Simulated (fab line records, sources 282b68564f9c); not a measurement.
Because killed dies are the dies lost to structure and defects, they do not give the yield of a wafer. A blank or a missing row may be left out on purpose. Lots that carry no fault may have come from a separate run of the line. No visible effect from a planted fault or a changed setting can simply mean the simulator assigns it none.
Struck lot and sound lot, side by side	flow rit-cmos	39 steps out of a route of 202
Sound: the wafers L289.3, L289.4, L289.6. The struck wafers were L306.2, L306.3, L306.5. The cause is given at the end.
Each step with rows lists, per side, the tool, then ch with its chambers, then its first start. Under that, the readings that differ: sound wafers	struck wafers	difference of the means	sigmas: that difference in standard deviations of wafers without a fault.
alike: a reading whose means differ by less than 2 such deviations, as well as words and numbers matching on both sides. not compared: withheld readings; readings where some wafer has no value; bounds like >300 that might hide an equal value; numbers whose values overlap and for which the record gives no deviation.
Wherever a step has rows on one side only, a row that says differs or no value, or a row with sigmas, the two part there. Non-overlapping numbers with no deviation appear without sigmas and do not part them. A reading that every wafer of one side lacks parts them only if that side has two wafers or more.

first, 3 steps without rows for these wafers: RIT_GATE_EXPOSE_13 (exposes mask M6, target cd 150 nm); RIT_GATE_PEB_14; RIT_GATE_DEVELOP_15 (develop time 51.16 s).
RIT_GATE_CD_MEAS_16 targets a cd of 150 nm.
  struck on cd-sem-02, day 6 12:23; sound on cd-sem-02, day 2 19:08
  alike: cd-nm
RIT_GATE_OVL_MEAS_17:
  struck on overlay-02, day 6 12:29; sound on overlay-02, day 2 19:14
  alike: GATE_OVL
then, 1 step without rows for these wafers: RIT_GATE_HARDBAKE_18 (time 60 s).
RIT_GATE_ETCH_19: etches poly-Si in SF6/CHF3/O2, stops on SiO2, time 165 s, target depth 312.5 nm.
  sound on rie-si-02 ch 0,1, day 2 19:24; struck on rie-si-01 ch 0,1, day 6 12:40
reading	sound	struck	difference	sigmas
throttle-valve-pct (%)	10.10 10.23 10.08	10.48 10.53 10.46	+0.35	+3
  alike: O2_flow_sccm, drypump-motor-current-A, oes-product-au, rf-fwd-power-W
  not compared: rf-hours-counter-h
RIT_GATE_STRIP_20: strips in O2, time 180 s.
  sound on plasma-asher-01 ch 0,1, day 2 19:34; struck on plasma-asher-02 ch 0,1, day 6 12:47
  alike: drypump-motor-current-A
  not compared: rf-hours-counter-h
RIT_GATE_CD_MEAS_90 targets a cd of 150 nm.
  struck on cd-sem-01, day 6 12:58; sound on cd-sem-02, day 2 19:43
  alike: cd-nm
then, 3 steps without rows for these wafers: RIT_REOX_CLEAN_00 (cleans in SC1, time 600 s); RIT_REOX_CLEAN_01 (cleans in dHF, time 30 s); RIT_REOX_CLEAN_02 (cleans in SC2, time 600 s).
RIT_REOX_OXIDATION_03: target thk 25.2 nm, ox time 5580 s.
  sound on furnace-03 ch 0, day 2 20:31; struck on furnace-03 ch 0, day 6 13:26
reading	sound	struck	difference	sigmas
spike-tc-centre-C (C)	901.9 901.6 900.4	913.0 912.2 911.6	+11.0	+8
spike-tc-load-C (C)	926.9 926.6 926.1	936.1 936.0 937.6	+10.0	+4
spike-tc-source-C (C)	918.4 918.2 918.3	928.5 929.2 930.0	+10.9	+4
model.SiO2_of_REOX_OXIDATION_03.thk-nm (nm)	24.37 24.5 24.32	27.89 27.73 27.44	+3.29	
RIT_REOX_THK_MEAS_04:
  struck on film-metro-02, day 6 16:00; sound on film-metro-03, day 2 23:05
reading	sound	struck	difference	sigmas
REOX_OXIDE_THK (nm)	24.3 24.5 24.3	27.9 27.7 27.4	+3.3	+7
then, 6 steps without rows for these wafers: RIT_NLDD_HMDS_00 (prime time 60 s); RIT_NLDD_COAT_01 (resist thk 1000 nm); RIT_NLDD_SOFTBAKE_02 (time 60 s); RIT_NLDD_EXPOSE_03 (exposes mask M7, target cd 40700 nm); RIT_NLDD_PEB_04; RIT_NLDD_DEVELOP_05 (develop time 47.73 s).
RIT_NLDD_OVL_MEAS_06:
  struck on overlay-02, day 6 16:55; sound on overlay-02, day 3 00:07
  alike: NLDD_OVL
then, 2 steps without rows for these wafers: RIT_NLDD_HARDBAKE_07 (time 60 s); RIT_NLDD_IMPLANT_08.
RIT_NLDD_STRIP_09: strips in O2, time 180 s.
  sound on plasma-asher-04 ch 0,1, day 3 00:30; struck on plasma-asher-04 ch 0, day 6 17:14
  alike: drypump-motor-current-A
  not compared: rf-hours-counter-h
RIT_NLDD_TW_MEAS_10:
  struck on film-metro-01, day 6 17:25; sound on film-metro-04, day 3 00:38
  alike: NLDD_TW
then, 6 steps without rows for these wafers: RIT_PLDD_HMDS_00 (prime time 60 s); RIT_PLDD_COAT_01 (resist thk 1000 nm); RIT_PLDD_SOFTBAKE_02 (time 60 s); RIT_PLDD_EXPOSE_03 (exposes mask M8, target cd 40900 nm); RIT_PLDD_PEB_04; RIT_PLDD_DEVELOP_05 (develop time 50 s).
RIT_PLDD_OVL_MEAS_06:
  struck on overlay-02, day 6 18:27; sound on overlay-02, day 3 01:47
  alike: PLDD_OVL
then, 2 steps without rows for these wafers: RIT_PLDD_HARDBAKE_07 (time 60 s); RIT_PLDD_IMPLANT_08.
RIT_PLDD_STRIP_09: strips in O2, time 180 s.
  sound on plasma-asher-02 ch 0,1, day 3 02:10; struck on plasma-asher-04 ch 0,1, day 6 18:47
  alike: drypump-motor-current-A
  not compared: rf-hours-counter-h
RIT_PLDD_TW_MEAS_10:
  struck on film-metro-04, day 6 18:58; sound on film-metro-02, day 3 02:18
  alike: PLDD_TW
RIT_SPACER_CLEAN_00: cleans in SC1, time 600 s.
  sound on wet-bench-01 ch 0, day 3 02:20; struck on wet-bench-02 ch 1, day 6 19:01
reading	sound	struck	difference	sigmas
model.SiO2_of_REOX_OXIDATION_03.thk-nm (nm)	22.51 22.63 22.46	25.79 25.64 25.37	+3.07	
  alike: bath-guard-temp-C
then, 1 step without rows for these wafers: RIT_SPACER_CLEAN_01 (cleans in dHF, time 30 s).
RIT_M1_PROBE_99:
  struck on prober-01, day 7 09:49; sound on prober-01, day 3 15:52
reading	sound	struck	difference	sigmas
model.etest.pmos-turned.r-on-ohm-um	3088 3204 3108	3837 3780 3702	+640	
model.etest.pmos_0p3.r-on-ohm-um	5977 6017 5980	6432 6413 6410	+427	
model.etest.pmos_0p15.r-on-ohm-um	2521 2584 2529	2872 2871 2801	+303	
model.etest.pldd.rs-ohm-sq	465.1 466.4 461.4	661.3 645.9 625.4	+179.9	
model.etest.nmos_0p3.r-on-ohm-um	2108 2143 2099	2241 2266 2216	+124	
model.etest.nmos_0p15.r-on-ohm-um	1051 1106 1062	1209 1205 1160	+118	
model.etest.nmos-turned.drive-ua-um	345.1 339.1 343.5	250.1 256.9 265.2	-85.2	
model.etest.nldd.rs-ohm-sq	364.8 366.9 365.9	453.7 448.9 437.9	+81.0	
  alike: killed_at_M0_to_M3, killed-at-contacts, killed-at-front-end, killed-dies, killed-open, killed-short

## WHERE THEY PART
First at RIT_GATE_ETCH_19; last, within this record, at RIT_REOX_THK_MEAS_04. Later steps at which nothing parts them and some readings are alike: RIT_NLDD_OVL_MEAS_06, RIT_NLDD_STRIP_09, RIT_NLDD_TW_MEAS_10, RIT_PLDD_OVL_MEAS_06, RIT_PLDD_STRIP_09, RIT_PLDD_TW_MEAS_10, RIT_SPACER_CLEAN_00, RIT_M1_PROBE_99.

WHY: whatever the simulator had introduced
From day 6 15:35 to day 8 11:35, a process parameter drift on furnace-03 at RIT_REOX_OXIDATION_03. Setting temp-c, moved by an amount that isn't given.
